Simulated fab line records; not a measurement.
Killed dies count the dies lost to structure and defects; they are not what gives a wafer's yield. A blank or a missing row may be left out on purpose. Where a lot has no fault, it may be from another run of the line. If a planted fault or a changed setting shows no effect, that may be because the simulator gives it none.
A single fault, viewed from 2 desks    flow rit-cmos    numbers are kept per desk, each desk with only its own; the story behind them comes last

== TOOL OWNER'S DESK, rie-diel-03 ==
The tool's own readings at RIT_ACTIVE_ETCH_13 (etches Si3N4 in SF6, stops on SiO2, time 210 s, target depth 210 nm): means of the sampled wafers that have a number, for each lot that ran on this tool. Any lot whose mean is over 4 standard deviations away from the usual mean is out of limits and marked OUT; that distance is given in the brackets.
Columns: A = drypump-motor-current-A at RIT_ACTIVE_ETCH_13, usual 5.4 A; B = oes-product-au at RIT_ACTIVE_ETCH_13, usual 0.821 a.u.; C = throttle-valve-pct at RIT_ACTIVE_ETCH_13, usual 7.47 %
lot   first seen here  A    B      C
L781  day 2 10:50      5.2  0.817  7.50
L788  day 3 21:43      4.9  0.806  7.49
L791  day 4 12:50      5.4  0.818  7.51
This desk found nothing out of limits on any of the 3 lots.

== AT THE METROLOGY DESK ==
What the gauges read for every lot (on any tool): the sampled wafers with a number, averaged. Any lot whose mean is over 4 standard deviations away from the usual mean is out of limits and marked OUT; that distance is given in the brackets.
Columns: A = ACTIVE_OXIDE_THK at RIT_ACTIVE_THK_MEAS_02, usual 47.0 nm; B = ACTIVE_NITRIDE_THK at RIT_ACTIVE_THK_MEAS_04, usual 150.4 nm; C = cd-nm at RIT_ACTIVE_CD_MEAS_11, usual 1399.7 nm
lot   first seen here  A     B      C
L781  day 2 08:04      45.7  150.3  1400.4
L784  day 2 23:04      47.4  150.3  1396.1
L788  day 3 19:03      47.7  148.5  1398.4
L791  day 4 10:03      46.7  148.3  1403.3
L797  day 5 16:03      46.0  148.1  1402.8
L800  day 6 07:04      46.1  150.4  1400.7
This desk found nothing out of limits on any of the 6 lots.

== ALL TOGETHER ==
The desk of the tool owner found nothing out of limits.
At the metrology desk, nothing out of limits was observed.

== WHAT THE SIMULATOR PUT IN ==
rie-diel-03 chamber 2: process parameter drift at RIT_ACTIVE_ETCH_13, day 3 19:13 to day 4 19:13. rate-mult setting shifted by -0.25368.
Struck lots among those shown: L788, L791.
